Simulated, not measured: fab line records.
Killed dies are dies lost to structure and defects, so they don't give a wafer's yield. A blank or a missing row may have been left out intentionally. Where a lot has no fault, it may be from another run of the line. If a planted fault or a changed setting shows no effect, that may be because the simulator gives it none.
A sampling plan put to the test :: flow ritCmos :: one fab line, 10 faults that these records tell of, each judged on the records of the lots that it struck
The plan is the line's own looks: the steps of the route at which a gauge or an inspection reads the wafer and doesn't change it. A look is open to judgement when struck wafers have a number at it and the file gives its usual mean and standard deviation on fault-free wafers. Caught: the struck wafers' mean, at a look after the fault's first step, is 4 or more of those standard deviations (sigma) away from the usual mean. On the tool: the fault's steps, tested the same way using the tool's own readings. It also counts as caught if the struck wafers ran another recipe or if their record alone is blank.

THE FAULTS, as the simulator had put them in
1. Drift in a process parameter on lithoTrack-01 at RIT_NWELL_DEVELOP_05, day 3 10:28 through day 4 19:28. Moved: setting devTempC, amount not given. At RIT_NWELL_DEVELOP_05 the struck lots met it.
2. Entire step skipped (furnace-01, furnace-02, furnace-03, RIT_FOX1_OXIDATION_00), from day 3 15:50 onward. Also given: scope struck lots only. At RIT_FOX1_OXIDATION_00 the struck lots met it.
3. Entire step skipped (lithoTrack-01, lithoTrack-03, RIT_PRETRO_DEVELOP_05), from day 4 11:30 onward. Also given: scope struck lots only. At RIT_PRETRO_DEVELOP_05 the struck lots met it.
4. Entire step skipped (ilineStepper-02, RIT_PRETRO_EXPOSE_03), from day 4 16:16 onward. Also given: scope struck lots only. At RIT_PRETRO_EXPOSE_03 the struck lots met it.
5. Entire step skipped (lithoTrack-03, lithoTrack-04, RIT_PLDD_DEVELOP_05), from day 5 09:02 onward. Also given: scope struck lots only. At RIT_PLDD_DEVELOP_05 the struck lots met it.
6. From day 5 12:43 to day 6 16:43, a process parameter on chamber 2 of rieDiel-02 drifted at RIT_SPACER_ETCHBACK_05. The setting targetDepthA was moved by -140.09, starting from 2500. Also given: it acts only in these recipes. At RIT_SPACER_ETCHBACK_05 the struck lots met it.
7. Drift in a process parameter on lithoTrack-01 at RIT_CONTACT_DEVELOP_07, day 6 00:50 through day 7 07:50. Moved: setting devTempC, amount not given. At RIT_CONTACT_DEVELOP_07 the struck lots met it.
8. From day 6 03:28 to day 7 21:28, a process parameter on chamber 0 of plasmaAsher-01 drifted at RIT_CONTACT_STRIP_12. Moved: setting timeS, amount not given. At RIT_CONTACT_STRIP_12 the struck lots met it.
9. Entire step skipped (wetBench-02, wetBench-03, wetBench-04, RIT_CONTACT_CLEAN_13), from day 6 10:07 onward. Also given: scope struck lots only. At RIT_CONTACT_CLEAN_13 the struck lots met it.
10. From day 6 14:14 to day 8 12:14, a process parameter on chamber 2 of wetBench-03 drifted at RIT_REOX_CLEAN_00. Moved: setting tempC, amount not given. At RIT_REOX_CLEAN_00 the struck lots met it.

WHAT THE PLAN SAW
fault: 1
on the tool itself: developerTempC +18 sigma
first look that catches it: none of the 3 looks that can be judged after it
reading, sigma: -
median hours from its first step to that look: -
hours from the fault's start to the first struck lot there: -
judged looks passed uncaught: 3

fault: 2
on the tool itself: the tool's record is blank for the struck wafers
first look that catches it: no look after it can be judged
reading, sigma: -
median hours from its first step to that look: -
hours from the fault's start to the first struck lot there: -
judged looks passed uncaught: 0

fault: 3
on the tool itself: the tool's record is blank for the struck wafers
first look that catches it: none of the 2 looks that can be judged after it
reading, sigma: -
median hours from its first step to that look: -
hours from the fault's start to the first struck lot there: -
judged looks passed uncaught: 2

fault: 4
on the tool itself: no reading that can be judged
first look that catches it: no look after it can be judged
reading, sigma: -
median hours from its first step to that look: -
hours from the fault's start to the first struck lot there: -
judged looks passed uncaught: 0

fault: 5
on the tool itself: the tool's record is blank for the struck wafers
first look that catches it: no look after it can be judged
reading, sigma: -
median hours from its first step to that look: -
hours from the fault's start to the first struck lot there: -
judged looks passed uncaught: 0

fault: 6
on the tool itself: oesProductAu +4.4 sigma
first look that catches it: no look after it can be judged
reading, sigma: -
median hours from its first step to that look: -
hours from the fault's start to the first struck lot there: -
judged looks passed uncaught: 0

fault: 7
on the tool itself: developerTempC +7.7 sigma
first look that catches it: no look after it can be judged
reading, sigma: -
median hours from its first step to that look: -
hours from the fault's start to the first struck lot there: -
judged looks passed uncaught: 0

fault: 8
on the tool itself: runLengthS +99 or beyond sigma
first look that catches it: no look after it can be judged
reading, sigma: -
median hours from its first step to that look: -
hours from the fault's start to the first struck lot there: -
judged looks passed uncaught: 0

fault: 9
on the tool itself: the tool's record is blank for the struck wafers
first look that catches it: no look after it can be judged
reading, sigma: -
median hours from its first step to that look: -
hours from the fault's start to the first struck lot there: -
judged looks passed uncaught: 0

fault: 10
on the tool itself: tempC +17 sigma
first look that catches it: not the one look that can be judged after it
reading, sigma: -
median hours from its first step to that look: -
hours from the fault's start to the first struck lot there: -
judged looks passed uncaught: 1
A dash: the fault is not caught, or the number is missing from these records.

Caught at a look: 0 of 10. Caught on the tool: 9 of 10. By one or the other: 9 of 10.
Faults caught by the tool alone: 1, 2, 3, 5, 6, 7, 8, 9, 10.
Caught by neither: fault 4.
